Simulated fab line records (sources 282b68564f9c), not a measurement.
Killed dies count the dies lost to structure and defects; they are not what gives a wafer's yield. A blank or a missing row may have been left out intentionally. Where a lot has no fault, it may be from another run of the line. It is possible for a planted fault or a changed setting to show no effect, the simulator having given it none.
Struck lot and sound lot, side by side	flow rit_cmos	16 out of 202 route steps
Sound: wafers L758.1, L758.2, L758.4. The struck wafers were L771.2, L771.4, L771.6. At the end, the cause is stated.
Per side, at each step with rows, come the tool, then ch with its chambers, and then its first start. Under that, the readings that differ: sound wafers	struck wafers	difference of the means	sigmas: that difference in standard deviations of wafers without a fault.
alike: same words and numbers on both sides, and readings whose means sit less than 2 such deviations apart. not compared: any withheld reading, any reading some wafer has no value for, any bound like >300 that may hide the same value, and any number with overlapping values for which the record gives no deviation.
Wherever a step has rows on one side only, a row that says differs or no value, or a row with sigmas, the two part there. Numbers that don't overlap but have no deviation are shown without sigmas and don't part them. A reading missing from all wafers of one side parts the sides only when that side holds two or more wafers.

first, 4 steps without rows for these wafers: RIT_PLDD_SOFTBAKE_02 (time 60 s); RIT_PLDD_EXPOSE_03 (exposes mask M8, target cd 40900 nm); RIT_PLDD_PEB_04; RIT_PLDD_DEVELOP_05 (develop time 50 s).
RIT_PLDD_OVL_MEAS_06:
  sound on overlay-01, day 3 10:25; struck on overlay-02, day 6 04:23
  alike: PLDD_OVL
then, 2 steps without rows for these wafers: RIT_PLDD_HARDBAKE_07 (time 60 s); RIT_PLDD_IMPLANT_08.
RIT_PLDD_STRIP_09: strips in O2, time 180 s.
  sound on plasma_asher-04 ch 0,1, day 3 10:46; struck on plasma_asher-02 ch 0,1, day 6 04:43
  alike: drypump_motor_current_A
  not compared: rf_hours_counter_h
RIT_PLDD_TW_MEAS_10:
  sound on film_metro-03, day 3 10:56; struck on film_metro-03, day 6 04:55
  alike: PLDD_TW
then, 3 steps without rows for these wafers: RIT_SPACER_CLEAN_00 (cleans in SC1, time 600 s); RIT_SPACER_CLEAN_01 (cleans in dHF, time 30 s); RIT_SPACER_CLEAN_02 (cleans in SC2, time 600 s).
RIT_SPACER_CVD_03: deposits Si3N4 from SiH2Cl2/NH3, target thk 250 nm, time 3300 s.
  sound on lpcvd-01 ch 1, day 3 11:23; struck on lpcvd-01 ch 0, day 6 06:25
reading	sound	struck	difference	sigmas
spike_tc_centre_C (C)	810.3 811.1 814.0	931.4 931.6 932.2	+119.9	+99 or more
spike_tc_load_C (C)	839.5 839.5 839.0	957.9 958.6 956.9	+118.5	+54
spike_tc_source_C (C)	832.3 833.9 833.4	952.0 951.1 952.5	+118.7	+54
susceptor_temp_C (C)	810.4 810.7 810.4	930.3 930.0 930.1	+119.6	+99 or more
zone_power_load_pct (%)	22.9 23.0 22.9	30.3 30.3 30.7	+7.5	+17
zone_power_source_pct (%)	19.4 20.0 19.3	30.4 30.0 30.3	+10.7	+8
model.Si3N4_of_SPACER_CVD_03.thk_nm (nm)	249.3 246.7 249.6	423.1 422 420.1	+173.2	
  alike: nh3_flow_sccm, sih2cl2_flow_sccm
RIT_SPACER_THK_MEAS_04:
  sound on film_metro-01, day 3 13:19; struck on film_metro-02, day 6 08:20
reading	sound	struck	difference	sigmas
SPACER_NITRIDE_THK (nm)	249.4 246.6 249.6	423.1 421.8 419.8	+173.0	+72
RIT_SPACER_ETCHBACK_05: etches Si3N4 in SF6/CHF3, stops on SiO2, target depth 250 nm, time 240 s.
  sound on rie_diel-02 ch 0,1,2, day 3 13:22; struck on rie_diel-04 ch 1,3, day 6 08:23
reading	sound	struck	difference	sigmas
oes_product_au (a.u.)	0.848 0.840 0.831	1.034 0.990 0.999	+0.168	+17
throttle_valve_pct (%)	10.12 10.46 10.19	10.56 10.50 10.49	+0.26	+2
model.Si3N4_of_SPACER_CVD_03.thk_nm (nm)	194.2 192.4 196	329.6 331 329.3	+135.8	
model.etch.depth_nm (nm)	249.3 246.7 249.6	319.3 311.8 312.3	+65.9	
  alike: CHF3_flow_sccm, drypump_motor_current_A
  not compared: rf_hours_counter_h
RIT_M1_PROBE_99:
  only the struck wafers here have rows in the record (prober-01, day 6 19:30); the sound ones have none

== WHERE THEY PART ==
At RIT_SPACER_CVD_03 first; at RIT_M1_PROBE_99 last (within this record only).

WHY: what had been put in by the simulator
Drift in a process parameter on lpcvd-01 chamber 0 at RIT_SPACER_CVD_03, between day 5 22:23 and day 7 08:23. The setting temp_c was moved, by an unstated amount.
